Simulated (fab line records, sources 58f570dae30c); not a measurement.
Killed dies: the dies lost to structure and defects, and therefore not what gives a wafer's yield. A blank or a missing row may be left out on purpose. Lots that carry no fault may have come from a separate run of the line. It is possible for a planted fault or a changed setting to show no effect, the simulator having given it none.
What tool caused it? | flow berkeley cmos170 | 11 lots, 33 wafers sampled, at 4 steps of a route of 331

## WHAT EACH GAUGE READ, for each wafer
UCB170_PVT_TW_MEAS_09.
lot  | measured     | on            | PVT_TW
L626 | day 5 17:58  | film metro-01 | 504 503 503
L628 | day 5 20:24  | film metro-01 | 500 503 500
L627 | day 5 17:08  | film metro-02 | 514 512 514
L634 | day 7 07:30  | film metro-01 | 499 500 500
L636 | day 7 12:02  | film metro-02 | 511 511 512
L638 | day 7 18:37  | film metro-04 | 510 513 510
L641 | day 8 13:26  | film metro-01 | 500 499 498
L645 | day 9 17:41  | film metro-04 | 516 519 517
L646 | day 9 17:32  | film metro-01 | 501 502 503
L648 | day 10 05:31 | film metro-04 | 511 511 512
L649 | day 10 16:31 | film metro-01 | 500 500 500

## EACH LOT AND THE TOOL THAT RAN IT (in order: tool; ch and the chambers of the sampled wafers; start)
lot  | UCB170_PWELL_ETCH_14              | UCB170_ACTIVE_STRIP_16              | UCB170_PVT_STRIP_08
L626 | rie diel-04 ch 0,1,2, day 2 21:59 | plasma asher-02 ch 0,1, day 4 07:35 | plasma asher-03 ch 0,1, day 5 17:52
L628 | rie diel-02 ch 0,1,2, day 3 05:30 | plasma asher-04 ch 0,1, day 4 10:27 | plasma asher-01 ch 0,1, day 5 20:17
L627 | rie diel-03 ch 0,2, day 3 05:49   | plasma asher-02 ch 0, day 4 10:38   | plasma asher-01 ch 0,1, day 5 17:02
L634 | rie diel-02 ch 1,2,3, day 4 12:52 | plasma asher-02 ch 0,1, day 5 17:32 | plasma asher-03 ch 0,1, day 7 07:24
L636 | rie diel-03 ch 0,1,2, day 5 02:19 | plasma asher-02 ch 0,1, day 6 03:26 | plasma asher-01 ch 0,1, day 7 11:56
L638 | rie diel-03 ch 0,1,3, day 5 09:41 | plasma asher-04 ch 0,1, day 6 12:08 | plasma asher-03 ch 0,1, day 7 18:28
L641 | rie diel-02 ch 1,2, day 5 21:41   | plasma asher-02 ch 0,1, day 7 08:44 | plasma asher-04 ch 0,1, day 8 13:20
L645 | rie diel-02 ch 0,2,3, day 7 00:34 | plasma asher-02 ch 0,1, day 8 05:04 | plasma asher-01 ch 0,1, day 9 17:35
L646 | rie diel-04 ch 1,2,3, day 7 00:38 | plasma asher-04 ch 0,1, day 8 05:20 | plasma asher-04 ch 0,1, day 9 17:26
L648 | rie diel-03 ch 1,2,3, day 7 20:49 | plasma asher-01 ch 0,1, day 8 20:13 | plasma asher-04 ch 0,1, day 10 05:25
L649 | rie diel-03 ch 1,3, day 8 02:49   | plasma asher-01 ch 0,1, day 9 08:38 | plasma asher-04 ch 0,1, day 10 16:25
- UCB170_PWELL_ETCH_14: etches Si3N4 in CH3F/Ar/O2, stops on SiO2, target depth 242 nm, time 151 s.
- UCB170_ACTIVE_STRIP_16: strips in O2.
- UCB170_PVT_STRIP_08: strips in O2.

## AS READ BY THE TOOLS THEMSELVES (means over the sampled wafers that have a number; for cases with no such wafer, the mark the record gives instead)
UCB170_PWELL_ETCH_14.
lot  | tool        | CH3F_flow_sccm (sccm) | drypump motor current A (A) | oes product au (a.u.) | throttle valve pct (%)
L626 | rie diel-04 | 19.99                 | 6.3                         | 0.943                 | 8.02
L628 | rie diel-02 | 20.05                 | 5.7                         | 0.946                 | 8.09
L627 | rie diel-03 | 20.03                 | 5.0                         | 0.928                 | 8.03
L634 | rie diel-02 | 19.97                 | 5.6                         | 0.947                 | 8.03
L636 | rie diel-03 | 19.96                 | 5.3                         | 0.899                 | 8.00
L638 | rie diel-03 | 19.99                 | 5.5                         | 0.916                 | 8.09
L641 | rie diel-02 | 19.96                 | 6.1                         | 0.949                 | 8.10
L645 | rie diel-02 | 20.03                 | 5.2                         | 0.950                 | 8.02
L646 | rie diel-04 | 20.01                 | 6.5                         | 0.926                 | 8.03
L648 | rie diel-03 | 19.99                 | 5.2                         | 0.949                 | 8.07
L649 | rie diel-03 | 20.01                 | 5.6                         | 0.953                 | 8.04

UCB170_ACTIVE_STRIP_16.
lot  | tool            | drypump motor current A (A) | oes product au (a.u.) | strip time to endpoint s (s)
L626 | plasma asher-02 | 6.3                         | 0.722                 | 18.07
L628 | plasma asher-04 | 6.0                         | 0.719                 | 17.99
L627 | plasma asher-02 | 5.9                         | 0.721                 | 18.04
L634 | plasma asher-02 | 6.3                         | 0.723                 | 18.16
L636 | plasma asher-02 | 6.4                         | 0.722                 | 18.09
L638 | plasma asher-04 | 6.0                         | 0.719                 | 18.14
L641 | plasma asher-02 | 6.1                         | 0.723                 | 18.05
L645 | plasma asher-02 | 6.1                         | 0.726                 | 18.10
L646 | plasma asher-04 | 5.9                         | 0.721                 | 18.02
L648 | plasma asher-01 | 6.2                         | 0.721                 | 18.09
L649 | plasma asher-01 | 6.2                         | 0.726                 | 18.02

UCB170_PVT_STRIP_08.
lot  | tool            | drypump motor current A (A) | oes product au (a.u.) | strip time to endpoint s (s)
L626 | plasma asher-03 | 5.8                         | 0.737                 | 21.68
L628 | plasma asher-01 | 6.1                         | 0.733                 | 21.66
L627 | plasma asher-01 | 6.1                         | 0.734                 | 21.63
L634 | plasma asher-03 | 6.2                         | 0.736                 | 21.66
L636 | plasma asher-01 | 6.2                         | 0.733                 | 21.60
L638 | plasma asher-03 | 6.2                         | 0.734                 | 21.57
L641 | plasma asher-04 | 5.9                         | 0.736                 | 21.61
L645 | plasma asher-01 | 6.2                         | 0.735                 | 21.62
L646 | plasma asher-04 | 6.0                         | 0.735                 | 21.63
L648 | plasma asher-04 | 5.9                         | 0.733                 | 21.77
L649 | plasma asher-04 | 6.0                         | 0.739                 | 21.71

## THE ANSWER, worked out from the rows above alone
Rule: usual is defined by the lots themselves. The widest of any qualifying gaps counts: lots, ordered by their means at a reading, are off when they make up no more than a third of the lots, leave a main group of 4 or more, and stand apart from it by 3 or more times the standard deviation of that group's means. The tables above print the reading to a certain number of digits; a main group whose means all agree to those digits is not used. Also off: a lot with no number at a reading for which 4 or more lots have one. Any other lot the step has rows for is counted as sound. The gauges are gone through in route order, then the tools' own readings, and for those a lot's mean is taken as printed above. The first step at which some lot is off is used, and at that step the reading that is off furthest; a lot without a number counts as furthest.
No lot is off at any reading shown: from this, nothing can be told.

## WHAT THE SIMULATOR HAD INSERTED
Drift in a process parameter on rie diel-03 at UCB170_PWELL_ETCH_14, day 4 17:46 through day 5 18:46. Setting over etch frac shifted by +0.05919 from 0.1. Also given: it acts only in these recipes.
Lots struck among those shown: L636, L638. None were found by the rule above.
